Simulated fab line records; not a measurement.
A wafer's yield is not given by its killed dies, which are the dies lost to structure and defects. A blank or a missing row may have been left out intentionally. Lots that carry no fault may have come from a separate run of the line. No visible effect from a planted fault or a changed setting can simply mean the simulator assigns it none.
The tool behind it: which one? -- flow rit_cmos -- Sampling: 6 lots, 18 wafers, 2 of 202 route steps

WHAT EACH GAUGE READ, for each wafer
RIT_NSD_TW_MEAS_10.
lot,measured,on,NSD_TW
L422,day 3 07:38,film_metro-03,3129 3134 3108
L424,day 3 19:32,film_metro-04,3130 3128 3159
L430,day 5 01:24,film_metro-03,3122 3103 3125
L436,day 6 06:28,film_metro-03,3085 3103 3105
L439,day 6 20:52,film_metro-03,3099 3106 3110
L441,day 7 09:22,film_metro-03,3112 3122 3120

TOOL THAT RAN EACH LOT (tool first, then ch and the chambers of the sampled wafers, then the start)
lot,RIT_GATE_CLEAN_01
L422,"wet_bench-01 ch 0, day 2 14:31"
L424,"wet_bench-01 ch 3, day 3 01:29"
L430,"wet_bench-02 ch 3, day 4 07:07"
L436,"wet_bench-02 ch 1, day 5 12:39"
L439,"wet_bench-04 ch 0, day 6 04:38"
L441,"wet_bench-02 ch 1, day 6 15:03"
- RIT_GATE_CLEAN_01: cleans in SC1, time 600 s.

THE ANSWER, worked out from the rows above alone
Rule: what is usual is taken from the lots themselves. The widest of any qualifying gaps counts: lots, ordered by their means at a reading, are off when they make up no more than a third of the lots, leave a main group of 4 or more, and stand apart from it by 3 or more times the standard deviation of that group's means. A main group is skipped when, at the precision printed for the reading in the tables above, its means are all equal. Also off: a lot with no number at a reading for which 4 or more lots have one. The other lots that the step has rows for count as sound.
No lot is off on any of the readings shown, so nothing can be concluded from this.

WHAT THE SIMULATOR PUT IN
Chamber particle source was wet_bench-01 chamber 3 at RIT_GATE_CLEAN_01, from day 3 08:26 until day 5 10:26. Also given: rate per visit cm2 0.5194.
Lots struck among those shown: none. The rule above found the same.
